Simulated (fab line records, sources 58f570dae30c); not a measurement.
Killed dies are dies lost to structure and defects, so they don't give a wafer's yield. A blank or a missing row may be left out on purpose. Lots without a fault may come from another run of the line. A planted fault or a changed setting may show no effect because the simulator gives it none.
Which tool did it? | flow berkeley_cmos170 | 14 lots, 42 wafers sampled, at 5 steps of a route of 331

WHAT THE GAUGES READ, wafer by wafer
UCB170_PSD_CD_MEAS_06: target cd 1200 nm.
lot  | measured     | on        | cd_nm (nm)
L790 | day 6 15:08  | cd_sem-01 | 1201.8 1202.4 1201.8
L791 | day 7 03:15  | cd_sem-02 | 1201.0 1201.7 1201.2
L792 | day 7 07:28  | cd_sem-02 | 1200.0 1200.6 1201.1
L794 | day 7 07:17  | cd_sem-01 | 1201.2 1201.5 1199.8
L798 | day 8 13:16  | cd_sem-01 | 1199.1 1199.1 1198.7
L795 | day 8 13:03  | cd_sem-02 | 1201.3 1201.3 1200.9
L800 | day 9 06:46  | cd_sem-02 | 1199.7 1199.2 1199.2
L803 | day 9 20:48  | cd_sem-02 | 1200.9 1201.8 1202.1
L801 | day 10 01:06 | cd_sem-01 | 1198.6 1199.4 1197.3
L804 | day 10 01:13 | cd_sem-02 | 1202.9 1200.8 1200.2
L805 | day 10 00:51 | cd_sem-02 | 1201.0 1200.8 1200.8
L808 | day 11 01:25 | cd_sem-01 | 1204.4 1204.2 1203.2
L806 | day 11 01:00 | cd_sem-02 | 1197.5 1199.3 1197.3
L812 | day 12 00:25 | cd_sem-01 | 1199.0 1198.5 1198.7

UCB170_SDANNEAL_RS_MEAS_03: measures by four-point-probe.
lot  | measured     | on            | NSD_RS (ohm/sq)
L790 | day 6 18:53  | film_metro-04 | 37.24 37.23 37.30
L791 | day 7 06:46  | film_metro-01 | 37.21 37.04 37.14
L792 | day 7 11:11  | film_metro-01 | 37.15 37.04 37.17
L794 | day 7 10:44  | film_metro-01 | 37.31 37.27 37.43
L798 | day 8 21:53  | film_metro-04 | 37.18 37.24 37.32
L795 | day 8 22:01  | film_metro-03 | 37.29 37.28 37.37
L800 | day 9 15:37  | film_metro-01 | 37.11 36.99 37.17
L803 | day 10 03:00 | film_metro-03 | 37.31 37.21 37.20
L801 | day 10 05:38 | film_metro-03 | 37.19 37.31 37.23
L804 | day 10 05:22 | film_metro-04 | - - -
L805 | day 10 04:55 | film_metro-03 | 37.26 37.25 37.18
L808 | day 11 06:38 | film_metro-03 | - - -
L806 | day 11 06:06 | film_metro-03 | 37.20 37.25 37.12
L812 | day 12 04:30 | film_metro-03 | 37.21 37.24 37.19

WHICH TOOL RAN EACH LOT (tool, then ch and the chambers of the sampled wafers, then the start)
lot  | UCB170_NLDD_STRIP_10                 | UCB170_SPACER_ETCHBACK_03          | UCB170_NSD_IMPLANT_08
L790 | plasma_asher-04 ch 0,1, day 6 06:55  | rie_diel-02 ch 1,2, day 6 14:05    | implanter-01 ch 0, day 6 17:26
L791 | plasma_asher-04 ch 0,1, day 6 21:47  | rie_diel-01 ch 0,3, day 7 01:53    | implanter-01 ch 0, day 7 05:02
L792 | plasma_asher-03 ch 0,1, day 7 01:41  | rie_diel-04 ch 0,1,2, day 7 05:39  | implanter-04 ch 0, day 7 09:31
L794 | plasma_asher-01 ch 0,1, day 7 01:50  | rie_diel-02 ch 1,2,3, day 7 05:39  | implanter-02 ch 0, day 7 09:17
L798 | plasma_asher-04 ch 0,1, day 8 05:01  | rie_diel-02 ch 0,1,2, day 8 12:05  | implanter-02 ch 0, day 8 16:37
L795 | plasma_asher-03 ch 0,1, day 8 05:01  | rie_diel-04 ch 0,1, day 8 12:05    | implanter-01 ch 0, day 8 17:00
L800 | plasma_asher-03 ch 0,1, day 8 23:11  | rie_diel-01 ch 1,2,3, day 9 05:36  | implanter-02 ch 0, day 9 11:01
L803 | plasma_asher-04 ch 0, day 9 17:02    | rie_diel-02 ch 0,2,3, day 9 19:53  | implanter-02 ch 0, day 9 23:31
L801 | plasma_asher-04 ch 0,1, day 9 17:19  | rie_diel-01 ch 0,2,3, day 9 23:55  | implanter-04 ch 0, day 10 03:49
L804 | plasma_asher-04 ch 0,1, day 9 17:37  | rie_diel-04 ch 2,3, day 9 23:55    | implanter-02 ch 0, day 10 03:31
L805 | plasma_asher-03 ch 0,1, day 9 17:41  | rie_diel-02 ch 1,2,3, day 9 23:55  | implanter-04 ch 0, day 10 03:27
L808 | plasma_asher-04 ch 0,1, day 10 17:57 | rie_diel-01 ch 0,2,3, day 10 23:26 | implanter-02 ch 0, day 11 04:11
L806 | plasma_asher-03 ch 0,1, day 10 18:04 | rie_diel-02 ch 0,1, day 10 23:26   | implanter-04 ch 0, day 11 03:46
L812 | plasma_asher-01 ch 0,1, day 11 17:15 | rie_diel-02 ch 1,2,3, day 11 22:38 | implanter-04 ch 0, day 12 03:03
- UCB170_NLDD_STRIP_10: strips in O2.
- UCB170_SPACER_ETCHBACK_03: etches SiO2 in CHF3/CF4/Ar, stops on Si, target depth 376 nm, time 100 s.
- UCB170_NSD_IMPLANT_08

WHAT THE TOOLS THEMSELVES READ (means of the sampled wafers that have a number; where no wafer has one, the mark that the record gives instead)
UCB170_NLDD_STRIP_10.
lot  | tool            | drypump_motor_current_A (A) | oes_product_au (a.u.) | strip_time_to_endpoint_s (s)
L790 | plasma_asher-04 | 5.1                         | 0.736                 | 21.50
L791 | plasma_asher-04 | 5.1                         | 0.732                 | 21.60
L792 | plasma_asher-03 | 5.9                         | 0.734                 | 21.67
L794 | plasma_asher-01 | 6.4                         | 0.735                 | 21.55
L798 | plasma_asher-04 | 5.1                         | 0.729                 | 21.58
L795 | plasma_asher-03 | 5.8                         | 0.733                 | 21.55
L800 | plasma_asher-03 | 5.7                         | 0.732                 | 21.73
L803 | plasma_asher-04 | 5.2                         | 0.735                 | 21.49
L801 | plasma_asher-04 | 5.1                         | 0.739                 | 21.56
L804 | plasma_asher-04 | 5.2                         | 0.737                 | 21.52
L805 | plasma_asher-03 | 5.8                         | 0.734                 | 21.64
L808 | plasma_asher-04 | 5.2                         | 0.735                 | 21.62
L806 | plasma_asher-03 | 5.8                         | 0.735                 | 21.67
L812 | plasma_asher-01 | 6.1                         | 0.735                 | 21.57

UCB170_SPACER_ETCHBACK_03.
lot  | tool        | CHF3_flow_sccm (sccm) | drypump_motor_current_A (A) | oes_product_au (a.u.) | throttle_valve_pct (%)
L790 | rie_diel-02 | 49.95                 | 5.6                         | 0.892                 | 6.43
L791 | rie_diel-01 | 50.00                 | 6.1                         | 0.903                 | 6.58
L792 | rie_diel-04 | 49.78                 | 5.6                         | 0.907                 | 6.50
L794 | rie_diel-02 | 50.07                 | 5.8                         | 0.912                 | 6.44
L798 | rie_diel-02 | 49.82                 | 5.6                         | 0.889                 | 6.45
L795 | rie_diel-04 | 50.11                 | 5.6                         | 0.912                 | 6.49
L800 | rie_diel-01 | 50.17                 | 6.0                         | 0.899                 | 6.60
L803 | rie_diel-02 | 49.81                 | 5.7                         | 0.892                 | 6.45
L801 | rie_diel-01 | 50.03                 | 6.1                         | 0.909                 | 6.55
L804 | rie_diel-04 | 50.02                 | 5.8                         | 0.916                 | 6.44
L805 | rie_diel-02 | 50.13                 | 5.8                         | 0.884                 | 6.42
L808 | rie_diel-01 | 49.97                 | 6.1                         | 0.904                 | 6.55
L806 | rie_diel-02 | 50.04                 | 5.3                         | 0.870                 | 6.46
L812 | rie_diel-02 | 50.06                 | 5.8                         | 0.884                 | 6.43

UCB170_NSD_IMPLANT_08.
lot  | tool         | tilt_deg (degrees)
L790 | implanter-01 | 7.000
L791 | implanter-01 | 7.017
L792 | implanter-04 | 6.981
L794 | implanter-02 | 7.011
L798 | implanter-02 | 7.001
L795 | implanter-01 | 6.967
L800 | implanter-02 | 7.007
L803 | implanter-02 | 6.991
L801 | implanter-04 | 6.988
L804 | implanter-02 | 5.485
L805 | implanter-04 | 6.995
L808 | implanter-02 | 5.532
L806 | implanter-04 | 7.012
L812 | implanter-04 | 7.023

THE ANSWER, worked out from the rows above alone
Rule: what is usual is taken from the lots themselves. Put in order of their means at a reading, lots are off if they are a third of the lots or fewer, leave a main group of 4 or more, and stand apart from it by a gap of 3 or more times the standard deviation of the main group's means; of several such gaps the widest counts. A main group whose means are all the same, to the digits that the tables above print for the reading, isn't used. A lot without any number at a reading at which 4 lots or more have one is off too. The other lots that the step has rows for count as sound. The gauges are gone through in route order, then the tools' own readings, and for those a lot's mean is taken as printed above. The first step at which some lot is off is used, and at that step the reading that is off furthest; a lot without a number counts as furthest.
Off: L804, L808, at UCB170_SDANNEAL_RS_MEAS_03 (NSD_RS). Without a number there: L804, L808. The main group: mean 37.22 ohm/sq, standard deviation 0.071.
A tool fits if, at a process step before that reading, it ran every lot that is off, and no sound lot after the first of them. The gauges at UCB170_SDANNEAL_RS_MEAS_03 aren't tried: what is off there is off at UCB170_NSD_IMPLANT_08 too, on other tools, and a gauge's error can't cause that. Can't be told from this: 2 tools fit, plasma_asher-04 at UCB170_NLDD_STRIP_10, implanter-02 at UCB170_NSD_IMPLANT_08.

WHAT THE SIMULATOR HAD PUT IN
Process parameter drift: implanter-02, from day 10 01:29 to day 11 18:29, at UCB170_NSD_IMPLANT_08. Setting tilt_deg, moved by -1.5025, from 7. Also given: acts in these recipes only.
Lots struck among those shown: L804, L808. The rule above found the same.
